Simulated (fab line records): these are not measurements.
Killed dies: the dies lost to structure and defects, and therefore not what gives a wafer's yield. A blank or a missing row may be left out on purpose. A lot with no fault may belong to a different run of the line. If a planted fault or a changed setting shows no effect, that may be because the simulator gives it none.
Which of the tools did it? / flow berkeley_cmos170 / at 1 step of a route of 331, 15 lots with 45 wafers sampled

WHAT THE GAUGES READ, wafer by wafer
Not one reading of a measure or inspect step in the record can be checked against a usual standard deviation.

EACH LOT AND THE TOOL THAT RAN IT (in order: tool; ch and the chambers of the sampled wafers; start)
lot=L330; UCB170_ZERO_PEB_04=litho_track-03 ch 0, day 1 18:16
lot=L332; UCB170_ZERO_PEB_04=litho_track-02 ch 0, day 2 02:44
lot=L333; UCB170_ZERO_PEB_04=litho_track-04 ch 0, day 2 11:22
lot=L334; UCB170_ZERO_PEB_04=litho_track-03 ch 0, day 2 15:32
lot=L335; UCB170_ZERO_PEB_04=litho_track-03 ch 0, day 2 21:26
lot=L337; UCB170_ZERO_PEB_04=litho_track-03 ch 0, day 3 03:39
lot=L338; UCB170_ZERO_PEB_04=litho_track-03 ch 0, day 3 08:09
lot=L340; UCB170_ZERO_PEB_04=litho_track-04 ch 0, day 3 22:06
lot=L344; UCB170_ZERO_PEB_04=litho_track-02 ch 0, day 4 17:05
lot=L345; UCB170_ZERO_PEB_04=litho_track-03, day 4 20:14
lot=L346; UCB170_ZERO_PEB_04=litho_track-04, day 5 02:46
lot=L347; UCB170_ZERO_PEB_04=litho_track-02, day 5 09:40
lot=L351; UCB170_ZERO_PEB_04=litho_track-02 ch 0, day 6 03:15
lot=L352; UCB170_ZERO_PEB_04=litho_track-04 ch 0, day 6 08:13
lot=L353; UCB170_ZERO_PEB_04=litho_track-04 ch 0, day 6 17:42
- UCB170_ZERO_PEB_04

AS READ BY THE TOOLS THEMSELVES (means over the sampled wafers that have a number; for cases with no such wafer, the mark the record gives instead)
UCB170_ZERO_PEB_04.
lot=L330; tool=litho_track-03; chill_plate_temp_C (C)=22.93; exhaust_pa (Pa)=44.7; resist_line_temp_C (C)=22.91
lot=L332; tool=litho_track-02; chill_plate_temp_C (C)=23.00; exhaust_pa (Pa)=46.6; resist_line_temp_C (C)=23.08
lot=L333; tool=litho_track-04; chill_plate_temp_C (C)=23.17; exhaust_pa (Pa)=44.7; resist_line_temp_C (C)=22.83
lot=L334; tool=litho_track-03; chill_plate_temp_C (C)=22.97; exhaust_pa (Pa)=44.6; resist_line_temp_C (C)=22.98
lot=L335; tool=litho_track-03; chill_plate_temp_C (C)=23.05; exhaust_pa (Pa)=45.0; resist_line_temp_C (C)=22.84
lot=L337; tool=litho_track-03; chill_plate_temp_C (C)=22.92; exhaust_pa (Pa)=45.4; resist_line_temp_C (C)=22.98
lot=L338; tool=litho_track-03; chill_plate_temp_C (C)=23.05; exhaust_pa (Pa)=45.6; resist_line_temp_C (C)=22.98
lot=L340; tool=litho_track-04; chill_plate_temp_C (C)=22.86; exhaust_pa (Pa)=44.0; resist_line_temp_C (C)=22.95
lot=L344; tool=litho_track-02; chill_plate_temp_C (C)=22.98; exhaust_pa (Pa)=45.7; resist_line_temp_C (C)=22.91
lot=L345; tool=litho_track-03; chill_plate_temp_C (C)=-; exhaust_pa (Pa)=-; resist_line_temp_C (C)=-
lot=L346; tool=litho_track-04; chill_plate_temp_C (C)=-; exhaust_pa (Pa)=-; resist_line_temp_C (C)=-
lot=L347; tool=litho_track-02; chill_plate_temp_C (C)=-; exhaust_pa (Pa)=-; resist_line_temp_C (C)=-
lot=L351; tool=litho_track-02; chill_plate_temp_C (C)=23.10; exhaust_pa (Pa)=44.8; resist_line_temp_C (C)=23.09
lot=L352; tool=litho_track-04; chill_plate_temp_C (C)=22.95; exhaust_pa (Pa)=44.6; resist_line_temp_C (C)=23.09
lot=L353; tool=litho_track-04; chill_plate_temp_C (C)=23.11; exhaust_pa (Pa)=46.1; resist_line_temp_C (C)=23.07

THE ANSWER, worked out from the rows above alone
Rule: what is usual is taken from the lots themselves. The widest of any qualifying gaps counts: lots, ordered by their means at a reading, are off when they make up no more than a third of the lots, leave a main group of 4 or more, and stand apart from it by 3 or more times the standard deviation of that group's means. A main group whose means are all the same, to the digits that the tables above print for the reading, isn't used. A lot without any number at a reading at which 4 lots or more have one is off too. Where the step has rows for the other lots, those lots are counted as sound. The gauges are gone through in route order, then the tools' own readings, and for those a lot's mean is taken as printed above. The first step at which some lot is off is used, and at that step the reading that is off furthest; a lot without a number counts as furthest.
Off, at UCB170_ZERO_PEB_04 on chill_plate_temp_C: L345, L346, L347. Without a number there: L345, L346, L347. The main group has a mean of 23.01 C with a standard deviation of 0.087.
A tool fits if, at that step or a process step before it, it ran every lot that is off, and no sound lot after the first of them. None of those tried fits.

WHAT THE SIMULATOR PUT IN
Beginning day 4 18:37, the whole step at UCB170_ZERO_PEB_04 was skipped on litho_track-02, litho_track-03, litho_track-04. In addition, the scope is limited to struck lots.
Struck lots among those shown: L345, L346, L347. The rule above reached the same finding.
